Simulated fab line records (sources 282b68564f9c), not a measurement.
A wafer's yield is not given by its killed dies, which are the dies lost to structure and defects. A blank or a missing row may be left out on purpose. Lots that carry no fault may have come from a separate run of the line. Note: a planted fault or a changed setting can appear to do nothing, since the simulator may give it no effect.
Lot-split experiment | flow ritCmos | route with 202 steps; 5 lots, 23 wafers read

THE SPLIT
At RIT_CONTACT_EXPOSE_05 (exposes mask M11, target cd 1000 nm), the setting doseMj was moved away from the recipe's 250 on 5 of the 23 wafers read, by -3.4% to +5.4%. The other wafers ran this setting at the recipe's value.

FROM THE SPLIT TO THE READING: what the file shows between them, 6 steps
- RIT_CONTACT_PEB_06
- RIT_CONTACT_DEVELOP_07: develop time 120 s
- RIT_CONTACT_CD_MEAS_08: target cd 1000 nm
- RIT_CONTACT_HARDBAKE_10: time 60 s
- RIT_CONTACT_ETCH_11: etches SiO2 in CHF3/CF4/Ar, stops on TiSi2, target depth 480 nm, time 320 s
- RIT_CONTACT_STRIP_12: strips in O2, time 180 s

THE READING
cdNm (nm) at RIT_CONTACT_CD_MEAS_90, where the cd target is 1000 nm. On this fab line, fault-free wafers typically give 999.4 nm with a standard deviation of 2.1 nm.

wafer  | tool, chamber at the split | doseMj as run | against the recipe | cdNm, nm | against lot-mates on the recipe
L077.1 | ilineStepper-02, 0         | 241.6         | -3.4%              | 986.2    | -13.0
L077.2 | ilineStepper-02, 0         | 241.6         | -3.4%              | 987.2    | -12.0
L077.3 | ilineStepper-02, 0         | 250           | recipe             | 999.6    | -
L077.4 | ilineStepper-02, 0         | 250           | recipe             | 998.8    | -
L077.5 | ilineStepper-02, 0         | 241.6         | -3.4%              | 990.4    | -8.8
L079.1 | ilineStepper-01, 0         | 250           | recipe             | 999.8    | -
L079.2 | ilineStepper-01, 0         | 250           | recipe             | 1002.4   | -
L079.3 | ilineStepper-01, 0         | 250           | recipe             | 1001.4   | -
L079.4 | ilineStepper-01, 0         | 250           | recipe             | 1000.6   | -
L079.5 | ilineStepper-01, 0         | 250           | recipe             | 999.7    | -
L081.1 | ilineStepper-01, 0         | 250           | recipe             | 998.7    | -
L081.3 | ilineStepper-01, 0         | 250           | recipe             | 1001.1   | -
L081.4 | ilineStepper-01, 0         | 250           | recipe             | 1000.3   | -
L084.1 | ilineStepper-01, 0         | 250           | recipe             | 997.9    | -
L084.2 | ilineStepper-01, 0         | 250           | recipe             | 999.6    | -
L084.4 | ilineStepper-01, 0         | 250           | recipe             | 999.1    | -
L084.5 | ilineStepper-01, 0         | 250           | recipe             | 999.5    | -
L084.6 | ilineStepper-01, 0         | 250           | recipe             | 1000.4   | -
L085.2 | ilineStepper-02, 0         | 263.5         | +5.4%              | 1015.0   | +12.7
L085.3 | ilineStepper-02, 0         | 250           | recipe             | 1002.8   | -
L085.4 | ilineStepper-02, 0         | 250           | recipe             | 1002.7   | -
L085.5 | ilineStepper-02, 0         | 250           | recipe             | 1001.4   | -
L085.6 | ilineStepper-02, 0         | 263.5         | +5.4%              | 1017.2   | +14.9

FIT RESULTS
A straight line over all 23 wafers: cdNm changes by +3.21 nm for each +1% of doseMj; r = +0.97; the points scatter about the line by 1.6 nm.
The same after taking each lot's own level away (the mean of its wafers on the recipe; 23 wafers): +2.85 nm for each +1%; r = +0.98; scatter 1.3 nm.
That fit puts the effect of the largest move of doseMj on the reading at 15 nm.
Across the lots, their own levels run from 999.20 to 1002.30 nm, a range of 1.5 times the standard deviation given above.
Hence the slope depends on the lot-to-lot level, as the two fits are not the same.
Check: with one of the wafers moved furthest among these (+5.4%) left out of the fit, the line predicts +16.3 nm for it against its lot-mates. It came out at +12.7 nm against them.

THE WHOLE CHAIN: every reading that the file lists as answering this split, in the file's order
step                   | what it does       | reading                                                       | change (the file's fit)              | r (the file's)
RIT_CONTACT_DEVELOP_07 | develop time 120 s | CONTACT.cdNm (the simulator's own value, which no gauge read) | +2.8 nm for each +1% of the setting  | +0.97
RIT_CONTACT_CD_MEAS_08 | target cd 1000 nm  | cdNm                                                          | +2.76 nm for each +1% of the setting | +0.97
RIT_CONTACT_CD_MEAS_90 | target cd 1000 nm  | cdNm                                                          | +2.77 nm for each +1% of the setting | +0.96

FILE'S OWN FIT
cdNm changes by +2.77 nm for each +1% of doseMj, r = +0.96.
